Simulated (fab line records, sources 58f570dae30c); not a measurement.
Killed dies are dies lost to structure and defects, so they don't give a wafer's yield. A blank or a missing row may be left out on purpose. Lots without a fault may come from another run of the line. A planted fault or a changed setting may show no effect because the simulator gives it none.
Problem report in the 8D (eight disciplines) form, filled by code | flow berkeley_cmos170 | the parts of the form that need people (team, actions taken, sign-off) are left out

1. THE PROBLEM
M3_AL_RS at UCB170_M3_RS_MEAS_02 reads a mean of 0.0439 ohm/sq on 2 wafers of 2 lots; wafers without a fault read 0.0323 ohm/sq with a standard deviation of 0.00044. That is +26 standard deviations from the usual mean.
The step: measures by four-point-probe.
First seen on wafer L860.2, day 10 03:56, on film_metro-02. The record holds 42 wafers of 14 lots with a number at this step. Rule for "out", or "out of limits": more than 4 standard deviations from the usual mean. The other wafers with a number count as sound.

2. WHAT IT IS AND WHAT IT IS NOT
question                    | is                | is not
which readings at this step | M3_AL_RS          | -
which lots                  | L860, L862        | L848, L849, L850, L852, L854, L855, L857, L858, L866, L867, L870, L871
which wafers of those lots  | L860.2, L862.4    | L860.1, L860.4, L862.2, L862.6
read on which gauges        | film_metro-02     | film_metro-01, film_metro-04
when                        | from day 10 03:56 | up to then (26 sound wafers); but 14 sound wafers of L862, L866, L867, L870, L871 came after

3. SUSPECTS, AND WHAT RULES EACH OUT
Counting: a tool at a process step up to the reading stays a suspect if it ran every lot that is out. Sound lots after the first of them don't rule it out here, since some wafers of a struck lot are sound.
- the gauge at UCB170_M3_RS_MEAS_02: ruled out. All the wafers that are out were read on film_metro-02, but those of them that UCB170_M3_METAL_ETCH_18 has rows for are out there too, on other tools.
- pvd_sputter-01 at UCB170_M3_SPUTTER_01 (material Al, target thk 900 nm, time 120 s): kept. It ran every lot that is out, first L860 (day 10 03:51); its last sound lot up to then is L857 (day 10 01:14).
Left after counting: pvd_sputter-01 at UCB170_M3_SPUTTER_01.

4. THE CAUSE (what the simulator had put in)
Process parameter drift: pvd_sputter-01, from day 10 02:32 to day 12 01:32, at UCB170_M3_SPUTTER_01. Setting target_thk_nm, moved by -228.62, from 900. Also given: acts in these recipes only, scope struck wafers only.
Counting left only this tool.

5. THE CHAIN OF EFFECTS, in route order
Each row: a reading whose mean over the struck wafers that have a number lies more than 3 standard deviations from the usual. Only readings for which the record gives a usual standard deviation are gone through. hours: the time from each lot's start at the first step in this table that gives one to its start at this step, as a median over the lots. sigmas: the change in usual standard deviations.
hours | step                    | reading        | usual         | on struck wafers | change  | sigmas
0     | UCB170_M3_RS_MEAS_02    | M3_AL_RS       | 0.0323 ohm/sq | 0.0439           | +0.0115 | +26
0     | UCB170_M3_THK_MEAS_03   | M3_AL_THK      | 896 nm        | 662              | -234    | -21
4     | UCB170_M3_METAL_ETCH_18 | oes_product_au | 0.861 a.u.    | 0.740            | -0.121  | -11
The process steps in it:
- UCB170_M3_METAL_ETCH_18: etches Al in Cl2/BCl3, stops on SiO2, target depth 1170 nm, time 195 s.
Later measuring or inspecting steps at which every struck wafer that the step has a row for has a number for every such reading, and none has moved that far: UCB170_M3_CD_MEAS_15.

6. WHAT WOULD HAVE CAUGHT IT SOONER
In this record the first reading out of limits at a measuring or inspecting step was taken at day 10 03:56, 1 hour after the fault began at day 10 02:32.
Of the tool readings at UCB170_M3_SPUTTER_01 for which the record gives a usual standard deviation, none was out on any struck wafer, so an alarm limit of 4 standard deviations on them would not have fired.
Of the lots that are out (2), L862 began UCB170_M3_SPUTTER_01 on pvd_sputter-01 after day 10 03:56. A hold on the tool at that time would have spared it.
